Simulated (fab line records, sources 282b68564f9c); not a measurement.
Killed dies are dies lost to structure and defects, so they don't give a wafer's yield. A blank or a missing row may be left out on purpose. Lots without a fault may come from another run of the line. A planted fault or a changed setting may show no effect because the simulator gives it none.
fab line records | flow rit_cmos
record lots=13 wafers=39 last_day=7
route steps=202 shown GATE@89 M1@202
lots that met no fault: from a run of the same line without faults
start_h: hours from the record's first day to the start of the lot's first wafer shown | wait_h: hours since the lot's step before | " the same as in the row above | L1.1+2: a row that stands for several wafers | - no value, or no start given | * or withheld: withheld | < > ~ a bound
route shown NAME@n: a module of which the file shows steps, and the number in the route of the first | usual: mean/standard deviation of fault-free wafers | same: alike in all rows | chamber/n: place in a boat | sites: the reading at each site | _std_site: their standard deviation | _edge_site: outer sites' mean less inner sites' | radius_mm: how far each site lies from the wafer's centre | mask NAME#n: copy n | behind: the tool/chamber that last shaped the wafer | hold: why the lot was held/for how many hours/how that ended | device: the transistor (n, p or np) that didn't switch | end of line: the same wafers' tests at the end of the route | a step without rows: its recipe alone | killed: dies lost to structure and defects at the first sort, not the wafer's yield | map: a wafer's dies, x killed, . not, _ none there
set.NAME: the setting as run; set.NAME@STEP: as run at that earlier step | model.NAME: the simulator's own value behind a step, which no gauge read
steps of the route over a sample of lots; a table a step, a row a wafer
services: from which hour (start_h, from the record's first day; less than 0 if before it) a tool's chamber was out of use, for how many hours, and why
## steps
# step RIT_GATE_EXPOSE_13
# recipe mask_id=M6 na=0.6 source_shape=conventional sigma_outer=0.6 target_cd_nm=150 dose_mj=380
# columns lot.wafer tool chamber start_h wait_h mask
L480.1+3+4 iline_stepper-01 0 47.06 0.1 M6#0
L482.3+5+6 iline_stepper-02 0 52.68 0.2 M6#0
L481.1+2+3 iline_stepper-01 0 52.88 0.4 M6#0
L483.1+2+3 iline_stepper-01 0 59.83 0.2 M6#0
L484.2+3+6 iline_stepper-01 0 63.16 0.1 M6#0
L487.3+4+6 iline_stepper-01 0 77.27 0.1 M6#0
L488.1+3+5 iline_stepper-01 0 79.44 0.1 M6#0
L489.1+4+6 iline_stepper-02 0 91.58 0.4 M6#0
L491.1+3+5 iline_stepper-02 0 94.79 0.1 M6#0
L492.2+4+6 iline_stepper-01 0 101.98 0.2 M6_R1#0
L493.2+3+6 iline_stepper-01 0 104.82 0.1 M6#0
L498.1+2+6 iline_stepper-01 0 132.52 0.1 M6#0
L502.1+4+6 iline_stepper-02 0 151.37 0.1 M6#0
# step RIT_GATE_CD_MEAS_16
# recipe target_cd_nm=150
# usual cd_nm=150.1/2.6
# columns lot.wafer tool chamber start_h wait_h cd_nm
L480.1 cd_sem-01 - 47.46 - 143.5
L480.3 " - " " 146.1
L480.4 " - " " 146.0
L482.3 cd_sem-01 - 53.08 - 152.1
L482.5 " - " " 152.0
L482.6 " - " " 151.0
L481.1 cd_sem-02 - 53.28 - 150.5
L481.2 " - " " 150.3
L481.3 " - " " 148.2
L483.1 cd_sem-01 - 60.23 - 155.6
L483.2 " - " " 154.4
L483.3 " - " " 156.8
L484.2 cd_sem-01 - 63.56 - 149.0
L484.3 " - " " 149.0
L484.6 " - " " 145.9
L487.3 cd_sem-01 - 77.67 - 145.3
L487.4 " - " " 147.6
L487.6 " - " " 146.2
L488.1 cd_sem-01 - 79.84 - 149.5
L488.3 " - " " 151.9
L488.5 " - " " 152.1
L489.1 cd_sem-02 - 91.98 - 146.8
L489.4 " - " " 149.3
L489.6 " - " " 147.4
L491.1 cd_sem-01 - 95.19 - 151.5
L491.3 " - " " 148.5
L491.5 " - " " 152.8
L492.2 cd_sem-01 - 102.38 - 199.4
L492.4 " - " " 196.9
L492.6 " - " " 197.8
L493.2 cd_sem-01 - 105.22 - 148.9
L493.3 " - " " 146.9
L493.6 " - " " 147.7
L498.1 cd_sem-01 - 132.94 - 151.0
L498.2 " - " " 151.4
L498.6 " - " " 152.2
L502.1 cd_sem-02 - 152.03 - 147.6
L502.4 " - " " 147.0
L502.6 " - " " 148.0
# step RIT_M1_PROBE_99
# usual killed_at_contacts=0.0/0.18 killed_at_front_end=7/3 killed_dies=7/3 killed_on_rim=2/1.4 killed_open=3.6/1.9 killed_short=3.2/1.8
# same gross_dies=264 killed_at_M0_to_M3=0 killed_at_M4_up=0 killed_at_back_side=0 killed_at_other=0
# columns lot.wafer tool chamber start_h wait_h killed_at_contacts killed_at_front_end killed_dies killed_on_rim killed_open killed_short
L481.1 prober-02 - 75.88 0.1 0 10 10 3 6 4
L481.2 prober-02 - 75.93 0.1 0 6 6 3 4 2
L481.3 prober-02 - 75.98 0.2 0 13 13 5 7 6
L492.2 prober-02 - 122.65 0.1 0 264 264 70 4 3
L492.4 prober-02 - 122.75 0.2 0 264 264 70 2 2
L492.6 prober-02 - 122.85 0.2 0 264 264 70 1 3
# killed by level:class
L481.1 REOX:geometric_particle:short=2 REOX:geometric_particle:open=2 SPACER:geometric_particle:open=2 FOX2:geometric_particle:open=1 GATE:geometric_particle:open=1 SPACER:geometric_particle:short=1 SILICIDE:geometric_particle:short=1
L481.2 GATE:geometric_particle:short=2 SPACER:geometric_particle:open=2 GATE:geometric_particle:open=1 REOX:geometric_particle:open=1
L481.3 GATE:geometric_particle:short=4 GATE:geometric_particle:open=2 REOX:geometric_particle:short=2 REOX:geometric_particle:open=2 FOX1:geometric_particle:open=1 SPACER:geometric_particle:open=1 SILICIDE:geometric_particle:open=1
L492.2 GATE:area_expose=257 GATE:geometric_particle:open=2 FOX1:geometric_particle:short=1 REOX:geometric_particle:open=1 REOX:geometric_particle:short=1 SPACER:geometric_particle:short=1 SPACER:geometric_particle:open=1
L492.4 GATE:area_expose=260 GATE:geometric_particle:open=2 SPACER:geometric_particle:short=1 SILICIDE:geometric_particle:short=1
L492.6 GATE:area_expose=260 REOX:geometric_particle:open=1 REOX:geometric_particle:short=1 SPACER:geometric_particle:short=1 SILICIDE:geometric_particle:short=1
## services
# columns tool chamber start_h hours kind
iline_stepper-01 - 75.29 1.7 pm
iline_stepper-01 - 129.59 2.1 pm
iline_stepper-01 - 131.68 - consumable_replace:lamp
## key
first_sign step=RIT_GATE_EXPOSE_13 reading=mask direction=changed
effect step=RIT_GATE_CD_MEAS_16 reading=cd_nm direction=up sigmas=18 usual=150.1 struck=198.0
effect step=RIT_M1_PROBE_99 reading=killed_at_front_end direction=up sigmas=85 usual=7 struck=264
more_kills_born_at RIT_GATE_EXPOSE_13@iline_stepper-01=777
met_at RIT_GATE_EXPOSE_13
struck_lots L492
later_rows_left_out L492.2,L492.4,L492.6
tester_left_out L492
onset_between 79.44 101.98
fault kind=wrong_mask tool=any chamber=- onset_h=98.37 steps=RIT_GATE_EXPOSE_13 aux_copy=M6_R1#0 cd_offset_nm=45 scope=struck_lots_only
# tester_left_out: of these lots the tester's yield and bins aren't shown, on N5 and GAA mostly nor the transistor test; their killed dies are dies lost to structure and defects alone, not to doping, threshold or leakage, so they don't give the yield
# later_rows_left_out: the simulator's readings of these wafers behind a module that went badly wrong aren't trusted and aren't shown, but for the sort
